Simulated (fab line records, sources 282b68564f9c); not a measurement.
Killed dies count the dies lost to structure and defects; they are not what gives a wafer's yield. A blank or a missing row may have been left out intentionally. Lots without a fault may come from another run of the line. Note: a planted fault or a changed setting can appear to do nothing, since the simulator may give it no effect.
A struck lot beside a sound one -- flow ritCmos -- 19 out of 202 route steps
Sound: these wafers, L277.3, L277.4, L277.5. Struck: wafers L280.1, L280.4, L280.5. The cause is given at the end.
For every step that has rows: the tool of each side, followed by ch and its chambers, followed by its first start. Under that, the readings that differ: sound wafers -- struck wafers -- difference of the means -- sigmas: that difference in standard deviations of wafers without a fault.
alike: a reading whose means differ by less than 2 such deviations, as well as words and numbers matching on both sides. not compared: withheld readings; readings where some wafer has no value; bounds like >300 that might hide an equal value; numbers whose values overlap and for which the record gives no deviation.
A row with sigmas, a row that says differs or no value, or rows on one side alone: a step with any of these is where the two part. Numbers that have no deviation but don't overlap get no sigmas and don't part them. A reading that every wafer of one side lacks parts them only if that side has two wafers or more.

RIT_SILICIDE_RS_MEAS_02: measures by four-point-probe.
  sound: filmMetro-04 at day 6 06:40; struck: filmMetro-04 at day 6 22:58
  alike: SILICIDE_TI_RS
RIT_SILICIDE_THK_MEAS_03: measures by xrf.
  sound: filmMetro-04 at day 6 06:46; struck: filmMetro-04 at day 6 23:05
  alike: SILICIDE_TI_THK
RIT_SILICIDE_RTA_04: time 10 s, ramp up 5 s, ramp down 5 s.
  sound on rtpAnneal-02 ch 0, day 6 06:49; struck on rtpAnneal-01 ch 0, day 6 23:09
reading,sound,struck,difference,sigmas
wafer_temp_C_max,653.2 652.6 653.8,654.2 654.3 654.5,+1.1,+2
then, 1 step without rows for these wafers: RIT_SILICIDE_WET_ETCH_05 (etches Ti in SPM, time 120 s).
RIT_SILICIDE_RTA_06: time 10.37 s, ramp up 5 s, ramp down 10 s.
  sound on rtpAnneal-01 ch 0, day 6 06:56; struck on rtpAnneal-02 ch 0, day 6 23:16
  alike: wafer_temp_C_max
RIT_CONTACT_CVD_00: deposits SiO2 from TEOS, target thk 400 nm, time 61 s.
  sound on pecvd-01 ch 1,2, day 6 06:59; struck on pecvd-01 ch 0,1,2, day 6 23:20
  alike: heaterPowerW, susceptorTempC
RIT_CONTACT_THK_MEAS_01:
  sound: filmMetro-01 at day 6 07:03; struck: filmMetro-01 at day 6 23:23
  alike: CONTACT_TEOS_THK
then, 5 steps without rows for these wafers: RIT_CONTACT_HMDS_02 (prime time 60 s); RIT_CONTACT_COAT_03 (resist thk 1000 nm); RIT_CONTACT_SOFTBAKE_04 (time 60 s); RIT_CONTACT_EXPOSE_05 (exposes mask M11, target cd 1000 nm); RIT_CONTACT_PEB_06.
RIT_CONTACT_DEVELOP_07: develop time 120 s.
  sound on lithoTrack-02 ch 0, day 6 07:00; struck on lithoTrack-02 ch 0, day 7 00:00
RIT_CONTACT_CD_MEAS_08: the cd target is 1000 nm.
  sound: cdSem-01 at day 6 08:06; struck: cdSem-01 at day 7 00:25
reading,sound,struck,difference,sigmas
cdNm (nm),1000.6 999.0 1000.5,965.5 967.7 966.1,-33.6,-17
RIT_CONTACT_OVL_MEAS_09:
  sound: overlay-01 at day 6 08:11; struck: overlay-02 at day 7 00:32
  alike: CONTACT_OVL
then, 1 step without rows for these wafers: RIT_CONTACT_HARDBAKE_10 (time 60 s).
RIT_CONTACT_ETCH_11: etches SiO2 in CHF3/CF4/Ar, stops on TiSi2, target depth 480 nm, time 320 s.
  sound on rieDiel-01 ch 0,1,3, day 6 08:22; struck on rieDiel-01 ch 1,3, day 7 00:43
reading,sound,struck,difference,sigmas
model.CONTACT.cdNm (nm),1000 999.2 999.9,965.9 967.5 966.3,-33.1,
  alike: drypumpMotorCurrentA, mfcArSccm, oesProductAu, throttleValvePct
  not compared: rfHoursCounterH
RIT_CONTACT_STRIP_12: strips in O2, time 180 s.
  sound on plasmaAsher-02 ch 0,1, day 6 08:37; struck on plasmaAsher-01 ch 0,1, day 7 00:55
  alike: drypumpMotorCurrentA
  not compared: rfHoursCounterH
RIT_M1_PROBE_99:
  sound: prober-01 at day 6 13:22; struck: prober-02 at day 7 06:02
reading,sound,struck,difference,sigmas
model.etest.contactToGate.bvRightV (V),92 93.44 87.91,98.94 98.72 99.34,+7.88,
model.etest.contactToGate.bvLeftV (V),89.35 92.34 90.61,98.69 99.46 95.99,+7.28,
  alike: killedAtFrontEnd, killedDies, killedOpen, killedShort

## WHERE THEY PART
Last at RIT_CONTACT_CD_MEAS_08 as far as this record goes, first at RIT_SILICIDE_RTA_04. Later steps at which nothing parts them and some readings are alike: RIT_CONTACT_OVL_MEAS_09, RIT_CONTACT_ETCH_11, RIT_CONTACT_STRIP_12, RIT_M1_PROBE_99.

WHY: what had been put in by the simulator
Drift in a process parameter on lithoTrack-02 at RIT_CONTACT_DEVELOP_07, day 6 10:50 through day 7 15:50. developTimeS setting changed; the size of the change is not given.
